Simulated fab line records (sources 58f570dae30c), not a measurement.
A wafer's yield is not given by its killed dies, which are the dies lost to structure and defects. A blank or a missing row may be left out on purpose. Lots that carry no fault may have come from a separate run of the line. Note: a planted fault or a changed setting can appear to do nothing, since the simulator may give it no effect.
One fault through the eyes of 2 desks | flow berkeleyCmos170 | numbers are kept per desk, each desk with only its own; the story behind them comes last

== THE METROLOGY DESK ==
Lot by lot, what the gauges showed, no matter which tool ran the lot: averages of those sampled wafers that carry a number. Any lot whose mean is over 4 standard deviations away from the usual mean is out of limits and marked OUT; that distance is given in the brackets.
Columns: A = V1_POLISHED_THK at UCB170_V1_THK_MEAS_04, usual 1000.4 nm; B = M2_AL_THK at UCB170_M2_THK_MEAS_03, usual 866 nm; C = cdNm at UCB170_M2_CD_MEAS_90, usual 701.0 nm
lot  | first seen here | A      | B   | C
L361 | day 7 02:05     | 998.8  | 863 | 701.3
L362 | day 7 17:28     | 999.2  | 875 | 702.9
L364 | day 8 13:52     | 1000.0 | 883 | 701.2
L368 | day 8 13:52     | 1001.1 | 862 | 700.5
L367 | day 8 14:11     | 1001.1 | 851 | 699.3
L371 | day 9 00:18     | 1000.7 | 863 | 704.1
L369 | day 9 00:36     | 1001.5 | 876 | 697.3
L366 | day 9 03:08     | 999.5  | 859 | 702.7
L378 | day 10 09:17    | 1000.8 | 842 | 697.3
L377 | day 10 09:35    | 999.7  | 883 | 703.7
L379 | day 11 02:02    | 998.7  | 870 | 697.6
L381 | day 11 11:54    | 999.8  | 872 | 705.0
L383 | day 11 12:12    | 1000.9 | 870 | 699.3
L384 | day 12 00:10    | 1001.1 | 872 | 699.7
This desk found nothing out of limits on any of the 14 lots.

== TOOL OWNER'S DESK, rieDiel-04 ==
The tool's own readings at UCB170_M2_ETCH_17 (etches BARC in N2/H2): means of the sampled wafers that have a number, for each lot that ran on this tool. Any lot whose mean is over 4 standard deviations away from the usual mean is out of limits and marked OUT; that distance is given in the brackets.
Columns: A = biasW at UCB170_M2_ETCH_17, usual 99.99 W; B = drypumpMotorCurrentA at UCB170_M2_ETCH_17, usual 5.7 A; C = n2FlowSccm at UCB170_M2_ETCH_17, usual 100.0 sccm; D = oesProductAu at UCB170_M2_ETCH_17, usual 1.014 a.u.; E = rfFwdPowerW at UCB170_M2_ETCH_17, usual 495.1 W; F = throttleValvePct at UCB170_M2_ETCH_17, usual 13.05 %
lot  | first seen here | A                | B   | C     | D     | E     | F
L362 | day 7 22:53     | 99.63            | 6.2 | 100.0 | 1.041 | 495.0 | 12.83
L364 | day 8 20:35     | 99.89            | 5.8 | 100.2 | 1.024 | 494.9 | 12.92
L369 | day 9 09:06     | 104.70 (+17) OUT | 5.3 | 100.2 | 1.025 | 495.4 | 13.16
L366 | day 9 10:13     | 104.52 (+16) OUT | 5.7 | 100.0 | 1.043 | 496.4 | 13.06
This desk finds L366, L369 out of limits, L369 being first, at day 9 09:06 (biasW at UCB170_M2_ETCH_17). Within limits: L362, L364.

== TAKEN TOGETHER ==
An alarm could have come from the tool owner's desk at day 9 09:06, on L366, L369.
Metrology desk: nothing out of limits seen.
The metrology desk has L366, L369 on record, within its limits.
All the named lots went through UCB170_M2_ETCH_17 on rieDiel-04.

== WHAT WAS PUT IN BY THE SIMULATOR ==
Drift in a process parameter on rieDiel-04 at UCB170_M2_ETCH_17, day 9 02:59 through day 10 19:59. Setting biasW, moved by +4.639, from 100. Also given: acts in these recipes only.
Struck lots among those shown: L366, L369.
Time in hours from fault onset to the first out-of-limits reading at each desk: the tool owner's desk, 6.
